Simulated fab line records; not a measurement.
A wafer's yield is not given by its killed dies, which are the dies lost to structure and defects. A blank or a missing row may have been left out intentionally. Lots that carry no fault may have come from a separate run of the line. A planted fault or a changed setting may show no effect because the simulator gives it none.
A struck lot beside a sound one | flow berkeleyCmos170 | 16 out of 331 route steps
Sound: these wafers, L719.1, L719.2, L719.6. Wafers L729.1, L729.2, L729.3 were the ones struck. The cause is given at the end.
At each step with rows: each side's tool, then ch and its chambers, then its first start. Under that, the readings that differ: sound wafers | struck wafers | difference of the means | sigmas: that difference in standard deviations of wafers without a fault.
alike: a reading whose means differ by less than 2 such deviations, as well as words and numbers matching on both sides. not compared: withheld readings; readings where some wafer has no value; bounds like >300 that might hide an equal value; numbers whose values overlap and for which the record gives no deviation.
A row with sigmas, a row that says differs or no value, or rows on one side alone: a step with any of these is where the two part. Numbers that have no deviation but don't overlap get no sigmas and don't part them. Lack of a reading on every wafer of one side parts them only where that side has two or more wafers.

first, 3 steps without rows for these wafers: UCB170_M1_EXPOSE_06 (exposes mask METAL1, target cd 700 nm); UCB170_M1_PEB_07; UCB170_M1_DEVELOP_08 (develop time 45 s).
UCB170_M1_CD_MEAS_09: target cd 700 nm.
  struck on cdSem-02, day 10 04:20; sound on cdSem-02, day 7 17:00
  alike: cdNm
UCB170_M1_OVL_MEAS_10:
  struck on overlay-01, day 10 04:27; sound on overlay-01, day 7 17:07
  alike: M1_OVL
UCB170_M1_ETCH_11: etches BARC in N2/H2.
  sound on rieDiel-04 ch 0,2,3, day 7 17:09; struck on rieDiel-01 ch 0,1,2, day 10 04:29
  alike: biasW, drypumpMotorCurrentA, oesProductAu, throttleValvePct
UCB170_M1_METAL_ETCH_12: etches Al in Cl2/BCl3, stops on PSG, target depth 780 nm, time 130 s.
  sound on rieMetal-02 ch 0,1, day 7 17:12; struck on rieMetal-02 ch 1, day 10 04:32
reading   | sound             | struck            | difference | sigmas
biasW (W) | 119.5 120.0 119.5 | 120.4 120.2 120.5 | +0.7       | +2
  alike: drypumpMotorCurrentA, oesProductAu, throttleValvePct
  not compared: rfHoursCounterH
UCB170_M1_STRIP_13: strips in O2.
  sound on plasmaAsher-01 ch 0,1, day 7 17:20; struck on plasmaAsher-04 ch 0,1, day 10 04:48
  alike: drypumpMotorCurrentA, oesProductAu
  not compared: rfHoursCounterH
UCB170_M1_CD_MEAS_90: target cd 700 nm.
  struck on cdSem-01, day 10 04:54; sound on cdSem-01, day 7 17:26
  alike: cdNm
then, 1 step without rows for these wafers: UCB170_M1_ANNEAL_14 (time 1200 s).
UCB170_V1_CVD_00: deposits SiO2 from TEOS/O2, target thk 2000 nm, time 250 s.
  sound on pecvd-04 ch 0,2, day 7 20:52; struck on pecvd-03 ch 0,1,2, day 10 07:35
  alike: heaterPowerW, susceptorTempC
UCB170_V1_THK_MEAS_01:
  struck on filmMetro-01, day 10 07:44; sound on filmMetro-01, day 7 21:02
  alike: V1_TEOS_THK
UCB170_V1_CMP_02: polishes SiO2.
  sound on cmp-01 ch 1,2,3, day 7 21:08; struck on cmp-02 ch 1,2,3, day 10 07:48
reading                            | sound           | struck          | difference | sigmas
model.SiO2_of_V1_CVD_00.thkNm (nm) | 1001 1002 998.2 | 926.9 925 925.3 | -74.7      | 
  alike: headPressurePsi, motorCurrentA, slurryFlowMlMin
UCB170_V1_BOW_MEAS_03:
  struck on filmMetro-04, day 10 08:23; sound on filmMetro-04, day 7 21:23
reading     | sound    | struck | difference                    | sigmas
V1_BOW (um) | 14 11 16 | - - -  | no value on the struck wafers | 
  not compared: hold
UCB170_V1_THK_MEAS_04:
  struck on filmMetro-04, day 10 13:44; sound on filmMetro-04, day 7 21:31
reading              | sound               | struck            | difference | sigmas
V1_POLISHED_THK (nm) | 1000.2 1001.4 998.7 | 926.7 924.9 925.2 | -74.5      | -57
  not compared: hold
UCB170_M3_PROBE_99:
  sound wafers here have rows in the record (prober-01, day 8 10:57); struck ones have none

## WHERE THEY PART
Earliest at UCB170_M1_METAL_ETCH_12; latest, in this record, at UCB170_M3_PROBE_99.

WHY: what had been put in by the simulator
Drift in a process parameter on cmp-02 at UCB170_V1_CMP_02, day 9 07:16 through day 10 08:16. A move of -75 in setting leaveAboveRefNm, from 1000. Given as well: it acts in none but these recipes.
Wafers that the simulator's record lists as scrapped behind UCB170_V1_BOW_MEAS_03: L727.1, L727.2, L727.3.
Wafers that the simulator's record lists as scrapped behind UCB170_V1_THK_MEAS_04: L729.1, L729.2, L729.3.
